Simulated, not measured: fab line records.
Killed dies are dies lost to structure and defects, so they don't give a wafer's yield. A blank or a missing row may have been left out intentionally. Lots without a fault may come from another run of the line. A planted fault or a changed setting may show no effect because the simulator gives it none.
fab line records	flow rit-cmos
record lots=14	wafers=42	last-day=8
route steps=202 shown SPACER@130 M1@202
lots that met no fault: taken from a fault-free run of the same line
start-h: hours from the record's first day to the start of the lot's first wafer shown	wait-h: how many hours have passed since the lot's step before this one	" unchanged from the row above	L1.1+2: several wafers, shown together as one row	- value missing, or start not given	* or withheld: withheld	< > ~ a bound
route shown NAME@n: names a module that has steps shown in the file, with the first one's number in the route	usual: mean and standard deviation over wafers with no fault	same: alike in all rows	chamber/n: place in a boat	sites: per-site readings	_std_site: standard deviation of those values	_edge_site: mean of outer sites minus mean of inner sites	radius-mm: for every site, how far away it sits from the centre of the wafer	mask NAME#n: copy n	behind: the last tool/chamber to shape the wafer	hold: cause of the lot's hold/its duration in hours/its outcome	device: the transistor (n, p or np) that didn't switch	end of line: the same wafers' tests at the end of the route	where a step has no rows: the recipe by itself	killed: the dies lost at the first sort to structure and to defects; this is not the yield of the wafer	map: shows each die of a wafer: x if killed, . if not, _ if none is there
set.NAME: the setting the step ran with; set.NAME@STEP: the setting that earlier step ran with	model.NAME: the simulator's own value behind a step, which no gauge read
a sample of lots followed through the steps of the route, with each step as a table and each wafer as a row
services: the hour from which a tool's chamber was out of use, counted from the record's first day as start-h (under 0 if before that day), plus the number of hours and why
## steps
# step RIT_SPACER_ETCHBACK_05
# recipe target-depth-a=2500	SF6_flow_sccm=30	CHF3_flow_sccm=30	target=Si3N4	chemistry=SF6/CHF3	pressure-mtorr=40	rf-w=250	time-s=240	stop-on=SiO2
# usual CHF3_flow_sccm=29.99/0.089	SF6_flow_sccm=29.99/0.09	drypump-motor-current-A=5.4/0.36	oes-product-au=0.840/0.015	throttle-valve-pct=10.27/0.15	time-s=240/0
lot.wafer	tool	chamber	start-h	wait-h	CHF3_flow_sccm	SF6_flow_sccm	drypump-motor-current-A	oes-product-au	rf-hours-counter-h	throttle-valve-pct	time-s
L978.1	rie-diel-02	1	56.67	0.1	29.94	30.01	5.4	0.854	42	10.29	240
L978.4	"	2	"	"	30.00	29.89	4.7	0.856	-	10.36	240
L978.6	"	0	"	"	30.24	29.89	5.4	0.830	-	10.24	240
L979.2	rie-diel-04	3	57.52	0.0	29.85	30.05	5.4	0.849	39	10.14	240
L979.3	"	1	"	"	30.04	30.12	5.8	0.834	89	9.99	240
L979.5	"	3	"	"	30.05	30.02	5.4	0.844	-	10.15	240
L980.2	rie-diel-03	3	59.44	0.0	-	-	-	-	-	-	-
L980.4	"	1	"	"	-	-	-	-	-	-	-
L980.5	"	1	"	"	-	-	-	-	-	-	-
L981.2	rie-diel-03	1	69.73	0.0	-	-	-	-	-	-	-
L981.4	"	2	"	"	-	-	-	-	-	-	-
L981.6	"	0	"	"	-	-	-	-	-	-	-
L983.1	rie-diel-02	2	76.99	0.1	29.86	30.00	4.7	0.838	16	10.36	240
L983.3	"	1	"	"	30.02	30.08	5.4	0.833	43	10.27	240
L983.6	"	1	"	"	29.88	30.08	5.4	0.839	-	10.27	240
L984.3	rie-diel-02	0	83.52	0.0	29.98	29.93	5.4	0.844	69	10.27	240
L984.4	"	2	"	"	29.93	30.07	4.7	0.870	-	10.37	240
L984.5	"	0	"	"	30.01	30.00	5.4	0.841	-	10.23	240
L991.1	rie-diel-04	3	118.91	0.1	30.01	30.13	5.4	0.858	41	10.16	240
L991.5	"	0	"	"	29.88	30.14	5.5	0.859	-	10.30	240
L991.6	"	3	"	"	29.95	30.03	5.4	0.856	-	10.13	240
L992.3	rie-diel-03	1	128.76	0.0	29.98	30.03	5.2	0.823	0	10.53	240
L992.4	"	0	"	"	30.00	30.01	5.3	0.827	139	10.05	240
L992.6	"	2	"	"	29.88	29.79	5.1	0.806	-	10.33	240
L993.1	rie-diel-02	2	133.89	0.1	29.96	29.90	4.7	0.859	17	10.35	240
L993.2	"	3	"	"	29.95	29.88	4.9	0.826	143	10.54	240
L993.3	"	0	"	"	30.03	30.04	5.4	0.822	70	10.25	240
L996.2	rie-diel-02	1	155.39	0.0	30.00	30.00	5.4	0.859	44	10.27	240
L996.3	"	3	"	"	29.94	29.95	4.9	0.835	143	10.54	240
L996.6	"	0	"	"	29.91	29.98	5.4	0.834	-	10.25	240
L997.4	rie-diel-02	3	163.95	0.0	29.93	29.96	4.9	0.821	144	10.56	240
L997.5	"	2	"	"	30.12	30.03	4.7	0.852	-	10.35	240
L997.6	"	3	"	"	29.97	29.91	4.8	0.828	-	10.58	240
L998.1	rie-diel-03	0	169.76	0.1	30.19	29.89	5.3	0.817	140	10.04	240
L998.4	"	1	"	"	30.01	29.91	5.2	0.815	1	10.52	240
L998.6	"	0	"	"	30.09	29.92	5.3	0.810	-	10.03	240
L100.2	rie-diel-03	1	178.05	0.0	30.07	30.02	5.2	0.839	1	10.54	240
L100.3	"	2	"	"	29.80	30.06	5.1	0.818	4	10.35	240
L100.6	"	2	"	"	29.93	30.18	5.1	0.815	-	10.35	240
L101.2	rie-diel-04	0	184.24	0.0	30.03	30.06	5.5	0.845	114	10.30	240
L101.3	"	2	"	"	30.09	30.01	6.1	0.837	1	10.27	240
L101.5	"	3	"	"	29.99	29.94	5.4	0.844	-	10.13	240
# step RIT_M1_PROBE_99
# usual killed-at-contacts=0.0/0.22	killed-at-front-end=6.6/2.7	killed-dies=6.7/2.7	killed-on-rim=1.7/1.4	killed-open=3.4/2	killed-short=3.2/1.8
# same gross-dies=264	killed_at_M0_to_M3=0	killed_at_M4_up=0	killed-at-back-side=0	killed-at-other=0
lot.wafer	tool	chamber	start-h	wait-h	killed-at-contacts	killed-at-front-end	killed-dies	killed-on-rim	killed-open	killed-short
L980.2	prober-02	-	71.29	0.1	0	264	264	70	5	4
L980.4	prober-02	-	71.39	0.2	0	264	264	70	4	5
L980.5	prober-02	-	71.44	0.2	0	264	264	70	6	1
L981.2	prober-01	-	81.08	0.1	0	264	264	70	4	3
L981.4	prober-01	-	81.18	0.2	0	264	264	70	4	4
L981.6	prober-01	-	81.28	0.2	0	264	264	70	5	1
L991.1	prober-01	-	130.13	0.1	0	4	4	1	2	2
L991.5	prober-01	-	130.33	0.2	0	7	7	4	2	5
L991.6	prober-01	-	130.38	0.2	0	5	5	1	4	1
L997.4	prober-01	-	175.24	0.2	0	2	2	0	1	1
L997.5	prober-01	-	175.29	0.2	0	5	5	1	2	3
L997.6	prober-01	-	175.34	0.2	0	10	10	2	3	7
# killed by level:class
L980.2 SPACER:area-etchback=255 REOX:geometric-particle:open=5 FOX2:geometric-particle:short=2 FOX1:geometric-particle:short=1 GATE:geometric-particle:short=1
L980.4 SPACER:area-etchback=255 GATE:geometric-particle:short=3 REOX:geometric-particle:open=2 FOX1:geometric-particle:short=1 FOX2:geometric-particle:short=1 FOX2:geometric-particle:open=1 SPACER:geometric-particle:open=1
L980.5 SPACER:area-etchback=257 REOX:geometric-particle:open=3 SILICIDE:geometric-particle:open=2 FOX1:geometric-particle:open=1 GATE:geometric-particle:short=1
L981.2 SPACER:area-etchback=257 FOX1:geometric-particle:open=1 FOX2:geometric-particle:short=1 GATE:geometric-particle:short=1 GATE:geometric-particle:open=1 REOX:geometric-particle:open=1 SPACER:geometric-particle:short=1 SILICIDE:geometric-particle:open=1
L981.4 SPACER:area-etchback=256 FOX1:geometric-particle:open=2 FOX1:geometric-particle:short=2 GATE:geometric-particle:open=2 GATE:geometric-particle:short=1 REOX:geometric-particle:short=1
L981.6 SPACER:area-etchback=258 FOX1:geometric-particle:open=2 GATE:geometric-particle:open=2 REOX:geometric-particle:short=1 SPACER:geometric-particle:open=1
L991.1 GATE:geometric-particle:short=1 GATE:geometric-particle:open=1 REOX:geometric-particle:open=1 REOX:geometric-particle:short=1
L991.5 GATE:geometric-particle:short=2 SILICIDE:geometric-particle:short=2 GATE:geometric-particle:open=1 REOX:geometric-particle:short=1 SILICIDE:geometric-particle:open=1
L991.6 SPACER:geometric-particle:open=2 FOX1:geometric-particle:open=1 SILICIDE:geometric-particle:short=1 SILICIDE:geometric-particle:open=1
L997.4 REOX:geometric-particle:open=1 SPACER:geometric-particle:short=1
L997.5 SPACER:geometric-particle:short=2 GATE:geometric-particle:short=1 REOX:geometric-particle:open=1 SPACER:geometric-particle:open=1
L997.6 GATE:geometric-particle:short=3 REOX:geometric-particle:short=3 GATE:geometric-particle:open=1 REOX:geometric-particle:open=1 SPACER:geometric-particle:short=1 SPACER:geometric-particle:open=1
## services
tool	chamber	start-h	hours	kind
rie-diel-02	1	34.90	8.6	repair
rie-diel-04	3	43.40	5.6	repair
rie-diel-03	2	55.07	1.8	repair
rie-diel-02	3	55.30	32.9	repair
rie-diel-04	2	63.99	-	clean
rie-diel-04	2	63.99	14.8	scheduled-down
rie-diel-04	2	63.99	14.8	vent-cycle
rie-diel-04	-	78.62	0.8	repair
rie-diel-03	1	81.68	-	clean
rie-diel-03	1	81.68	24.8	scheduled-down
rie-diel-03	1	81.68	24.8	vent-cycle
rie-diel-02	0	89.08	2.4	repair
rie-diel-02	3	180.02	-	clean
rie-diel-02	-	181.56	0.3	repair
## key
first-sign step=RIT_SPACER_ETCHBACK_05	reading=tool-record	direction=missing
effect step=RIT_M1_PROBE_99	reading=killed-dies	direction=up	sigmas=94	usual=6.7	struck=264
more-kills-born-at RIT_SPACER_ETCHBACK_05@rie-diel-03=1537
met-at RIT_SPACER_ETCHBACK_05
struck-lots L980,L981
later-rows-left-out L980.2,L980.4,L980.5,L981.2,L981.4,L981.6
tester-left-out L980,L981
fault kind=skipped-step-whole	tool=rie-diel-03	chamber=-	onset-h=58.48	steps=RIT_SPACER_ETCHBACK_05	scope=struck-lots-only
# tester-left-out: of these lots the tester's yield and bins aren't shown, on N5 and GAA mostly nor the transistor test; their killed dies are dies lost to structure and defects alone, not to doping, threshold or leakage, so they don't give the yield
# later-rows-left-out: the simulator's readings of these wafers behind a module that went badly wrong aren't trusted and aren't shown, but for the sort
